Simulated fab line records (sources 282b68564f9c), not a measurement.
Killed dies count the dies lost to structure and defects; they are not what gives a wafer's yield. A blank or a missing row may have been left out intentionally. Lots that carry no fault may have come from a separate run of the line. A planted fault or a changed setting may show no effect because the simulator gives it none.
Struck lot and sound lot, side by side | flow rit cmos | 43 steps out of a route of 202
Sound: wafers L819.2, L819.4, L819.5. Wafers L831.3, L831.5, L831.6 were the ones struck. The cause comes at the end.
Each step with rows lists, per side, the tool, then ch with its chambers, then its first start. Under that, the readings that differ: sound wafers | struck wafers | difference of the means | sigmas: that difference in standard deviations of wafers without a fault.
alike: readings whose means differ by less than 2 such deviations, and words and numbers that are the same on both sides. not compared: withheld readings, readings that some wafer has no value for, bounds like >300 that may hide the same value, and numbers for which the record gives no deviation and whose values overlap.
Wherever a step has rows on one side only, a row that says differs or no value, or a row with sigmas, the two part there. Non-overlapping numbers with no deviation appear without sigmas and do not part them. A reading that every wafer of one side lacks parts them only if that side has two wafers or more.

first, 1 step without rows for these wafers: RIT_NRETRO_IMPLANT_08.
RIT_NRETRO_STRIP_09: strips in O2, time 180 s.
  sound on plasma asher-03 ch 1, day 2 17:52; struck on plasma asher-03 ch 0,1, day 5 06:14
  alike: drypump motor current A
  not compared: rf hours counter h
RIT_NRETRO_TW_MEAS_10:
  sound on film metro-01 at day 2 18:02; struck on film metro-01 at day 5 06:22
  alike: NRETRO_TW
then, 6 steps without rows for these wafers: RIT_PRETRO_HMDS_00 (prime time 60 s); RIT_PRETRO_COAT_01 (resist thk 1300 nm); RIT_PRETRO_SOFTBAKE_02 (time 60 s); RIT_PRETRO_EXPOSE_03 (exposes mask M5, target cd 43700 nm); RIT_PRETRO_PEB_04; RIT_PRETRO_DEVELOP_05 (develop time 68 s).
RIT_PRETRO_OVL_MEAS_06:
  sound on overlay-01 at day 2 18:59; struck on overlay-01 at day 5 07:19
  alike: PRETRO_OVL
then, 2 steps without rows for these wafers: RIT_PRETRO_HARDBAKE_07 (time 120 s); RIT_PRETRO_IMPLANT_08.
RIT_PRETRO_STRIP_09: strips in O2, time 180 s.
  sound on plasma asher-02 ch 0,1, day 2 19:25; struck on plasma asher-02 ch 0,1, day 5 07:47
  alike: drypump motor current A
  not compared: rf hours counter h
RIT_PRETRO_TW_MEAS_10:
  sound on film metro-04 at day 2 19:36; struck on film metro-04 at day 5 07:56
  alike: PRETRO_TW
then, 5 steps without rows for these wafers: RIT_GATE_WET_ETCH_00 (etches SiO2 in BOE, target depth 56 nm, time 60 s); RIT_GATE_CLEAN_01 (cleans in SC1, time 600 s); RIT_GATE_CLEAN_02 (cleans in dHF, time 30 s); RIT_GATE_CLEAN_03 (cleans in SC2, time 600 s); RIT_GATE_CLEAN_04 (cleans in dHF, time 60 s).
RIT_FOX2_THK_MEAS_91:
  sound on film metro-01 at day 2 20:05; struck on film metro-03 at day 5 08:24
  alike: FIELD_OXIDE_LEFT_2_THK
then, 2 steps without rows for these wafers: RIT_GATE_OXIDATION_05 (target thk 3 nm, ox time 270 s); RIT_GATE_ANNEAL_06 (time 600 s).
RIT_GATE_THK_MEAS_07:
  sound on film metro-04 at day 2 23:41; struck on film metro-04 at day 5 13:47
  alike: GATE_OXIDE_THK
then, 1 step without rows for these wafers: RIT_GATE_CVD_08 (deposits poly-Si from SiH4, target thk 250 nm, time 2220 s).
RIT_GATE_THK_MEAS_09:
  sound on film metro-04 at day 3 01:22; struck on film metro-03 at day 5 15:29
  reading            | sound             | struck            | difference | sigmas
  GATE_POLY_THK (nm) | 251.9 255.3 254.2 | 246.9 247.8 247.1 | -6.5       | -3
then, 6 steps without rows for these wafers: RIT_GATE_HMDS_10 (prime time 60 s); RIT_GATE_COAT_11 (resist thk 850 nm); RIT_GATE_SOFTBAKE_12 (time 60 s); RIT_GATE_EXPOSE_13 (exposes mask M6, target cd 150 nm); RIT_GATE_PEB_14; RIT_GATE_DEVELOP_15 (develop time 50 s).
RIT_GATE_CD_MEAS_16: target cd 150 nm.
  sound on cd sem-01 at day 3 02:17; struck on cd sem-02 at day 5 16:46
  alike: cd nm
RIT_GATE_OVL_MEAS_17:
  sound on overlay-02 at day 3 02:23; struck on overlay-02 at day 5 16:51
  alike: GATE_OVL
then, 1 step without rows for these wafers: RIT_GATE_HARDBAKE_18 (time 60 s).
RIT_GATE_ETCH_19: etches poly-Si in SF6/CHF3/O2, stops on SiO2, time 165 s, target depth 312.5 nm.
  sound on rie si-01 ch 0,3, day 3 02:34; struck on rie si-01 ch 1,2,3, day 5 17:02
  alike: drypump motor current A, oes product au, throttle valve pct
  not compared: rf hours counter h
RIT_GATE_STRIP_20: strips in O2, time 180 s.
  sound on plasma asher-03 ch 1, day 3 02:41; struck on plasma asher-03 ch 0,1, day 5 17:11
  alike: drypump motor current A
  not compared: rf hours counter h
RIT_GATE_CD_MEAS_90: target cd 150 nm.
  sound on cd sem-01 at day 3 02:53; struck on cd sem-02 at day 5 17:21
  alike: cd nm
then, 4 steps without rows for these wafers: RIT_REOX_CLEAN_00 (cleans in SC1, time 600 s); RIT_REOX_CLEAN_01 (cleans in dHF, time 30 s); RIT_REOX_CLEAN_02 (cleans in SC2, time 600 s); RIT_REOX_OXIDATION_03 (target thk 25.2 nm, ox time 5580 s).
RIT_REOX_THK_MEAS_04:
  sound on film metro-04 at day 3 06:50; struck on film metro-03 at day 5 23:37
  alike: REOX_OXIDE_THK
RIT_M1_PROBE_99:
  sound on prober-01 at day 3 23:34; struck on prober-01 at day 6 17:30
  reading             | sound  | struck   | difference | sigmas
  killed_at_M0_to_M3  | 0 1 0  | 0 0 0    | +0         | -2
  killed at front end | 8 10 6 | 39 14 30 | +20        | +6
  killed dies         | 8 11 6 | 39 14 30 | +19        | +6
  killed on rim       | 1 2 1  | 10 7 4   | +6         | +4
  alike: killed at contacts, killed open, killed short

== WHERE THEY PART ==
First at RIT_GATE_THK_MEAS_09; last, within this record, at RIT_M1_PROBE_99.

WHY: what the simulator had put in
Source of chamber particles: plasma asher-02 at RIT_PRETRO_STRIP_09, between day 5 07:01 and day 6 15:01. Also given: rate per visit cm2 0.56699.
